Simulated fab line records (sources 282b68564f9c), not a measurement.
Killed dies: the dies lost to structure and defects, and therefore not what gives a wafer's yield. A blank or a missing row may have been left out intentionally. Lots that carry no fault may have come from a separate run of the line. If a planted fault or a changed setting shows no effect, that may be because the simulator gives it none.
Which of the tools did it? | flow rit cmos | 42 wafers from 14 lots sampled at 2 of the route's 202 steps

## WHAT EACH GAUGE READ, for each wafer
Not one reading of a measure or inspect step in the record can be checked against a usual standard deviation.

## WHAT TOOL EACH LOT RAN ON (gives the tool, then ch and the chambers of the sampled wafers, and finally the start)
lot  | RIT_NSD_SOFTBAKE_02              | RIT_M1_PROBE_99
L763 | litho track-01 ch 0, day 3 06:08 | prober-02, day 3 17:05
L764 | litho track-01 ch 0, day 3 11:46 | prober-01, day 3 22:54
L765 | litho track-03 ch 0, day 3 15:06 | prober-02, day 4 02:17
L766 | litho track-04 ch 0, day 3 15:16 | prober-01, day 4 03:53
L772 | litho track-03 ch 0, day 5 03:14 | prober-01, day 5 14:08
L773 | litho track-03 ch 0, day 5 06:16 | prober-02, day 5 17:04
L774 | litho track-04 ch 0, day 5 12:14 | prober-01, day 5 23:14
L777 | litho track-04 ch 0, day 6 01:50 | prober-02, day 6 12:22
L778 | litho track-03 ch 0, day 6 06:43 | prober-01, day 6 17:20
L779 | litho track-03 ch 0, day 6 12:46 | prober-02, day 6 23:14
L780 | litho track-03 ch 0, day 6 13:29 | prober-01, day 7 00:44
L781 | litho track-03 ch 0, day 6 21:19 | prober-02, day 7 08:08
L782 | litho track-03 ch 0, day 7 04:10 | prober-01, day 7 15:08
L786 | litho track-03 ch 0, day 7 22:43 | prober-02, day 8 09:29
- RIT_NSD_SOFTBAKE_02: time 60 s.
- RIT_M1_PROBE_99

## AS READ BY THE TOOLS THEMSELVES (means over the sampled wafers that have a number; for cases with no such wafer, the mark the record gives instead)
RIT_NSD_SOFTBAKE_02.
lot  | tool           | heater power total W (W) | plate temp C (C)
L763 | litho track-01 | 34.58                    | 89.92
L764 | litho track-01 | 34.61                    | 90.09
L765 | litho track-03 | 34.58                    | 89.97
L766 | litho track-04 | 34.59                    | 89.98
L772 | litho track-03 | 34.57                    | 89.95
L773 | litho track-03 | 34.53                    | 90.03
L774 | litho track-04 | 33.74                    | 88.40
L777 | litho track-04 | 33.71                    | 88.39
L778 | litho track-03 | 34.53                    | 90.01
L779 | litho track-03 | 34.57                    | 90.12
L780 | litho track-03 | 34.53                    | 90.23
L781 | litho track-03 | 34.61                    | 89.94
L782 | litho track-03 | 34.56                    | 89.98
L786 | litho track-03 | 34.56                    | 90.00

RIT_M1_PROBE_99.
lot  | tool      | killed_at_M0_to_M3 | killed at contacts | killed at front end | killed dies | killed on rim | killed open | killed short
L763 | prober-02 | 0.0                | 0.0                | 8                   | 8           | 2.0           | 4.3         | 4.0
L764 | prober-01 | 0.0                | 0.3                | 6                   | 7           | 0.7           | 4.0         | 2.7
L765 | prober-02 | 0.3                | 0.0                | 7                   | 8           | 1.7           | 4.0         | 3.7
L766 | prober-01 | 0.0                | 0.0                | 7                   | 7           | 1.7           | 4.0         | 3.0
L772 | prober-01 | 0.0                | 0.0                | 9                   | 9           | 2.7           | 4.0         | 5.0
L773 | prober-02 | 0.0                | 0.0                | 4                   | 4           | 1.3           | 1.7         | 2.0
L774 | prober-01 | 0.0                | 0.0                | 8                   | 8           | 2.7           | 4.0         | 4.3
L777 | prober-02 | 0.0                | 0.3                | 8                   | 9           | 2.3           | 4.0         | 4.7
L778 | prober-01 | 0.0                | 0.0                | 8                   | 8           | 2.0           | 4.3         | 3.3
L779 | prober-02 | 0.0                | 0.0                | 7                   | 7           | 2.0           | 3.0         | 4.3
L780 | prober-01 | 0.0                | 0.0                | 7                   | 7           | 2.3           | 3.3         | 4.0
L781 | prober-02 | 0.0                | 0.0                | 8                   | 8           | 2.7           | 4.7         | 3.3
L782 | prober-01 | 0.0                | 0.0                | 5                   | 5           | 1.3           | 3.0         | 2.3
L786 | prober-02 | 0.0                | 0.0                | 7                   | 7           | 2.0           | 3.3         | 3.3

## THE ANSWER, worked out from the rows above alone
Rule: the usual values come from the lots themselves. The widest of any qualifying gaps counts: lots, ordered by their means at a reading, are off when they make up no more than a third of the lots, leave a main group of 4 or more, and stand apart from it by 3 or more times the standard deviation of that group's means. The tables above print the reading to a certain number of digits; a main group whose means all agree to those digits is not used. Also off: a lot with no number at a reading for which 4 or more lots have one. All remaining lots with rows at the step are treated as sound. First the gauges in route order, then the tools' own readings, where a lot's mean is used as printed above. At the first step where some lot is off, the reading lying furthest off is the one used; lots without a number count as furthest.
Off at RIT_NSD_SOFTBAKE_02 (heater power total W): L774, L777. The main group has a mean of 34.57 W with a standard deviation of 0.027.
A tool fits if, at that step or a process step before it, it ran every lot that is off, and no sound lot after the first of them. One fits: RIT_NSD_SOFTBAKE_02 on litho track-04. A fault onset in the window from L766 (day 3 15:16, its last sound lot) to L774 (day 5 12:14, its first lot off) fits.
The tool's own readings at RIT_NSD_SOFTBAKE_02 bear it out: on the lots that are off they differ by more than 5 times the standard deviation of the sound lots' means. heater power total W reads 33.73 W there against 34.57 W on the sound lots; plate temp C reads 88.40 C there against 90.02 C on the sound lots.

## WHAT HAD BEEN PUT IN BY THE SIMULATOR
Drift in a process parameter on litho track-04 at RIT_NSD_SOFTBAKE_02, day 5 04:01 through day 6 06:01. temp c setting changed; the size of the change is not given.
Struck lots among those shown: L774, L777. The rule above reached the same finding.
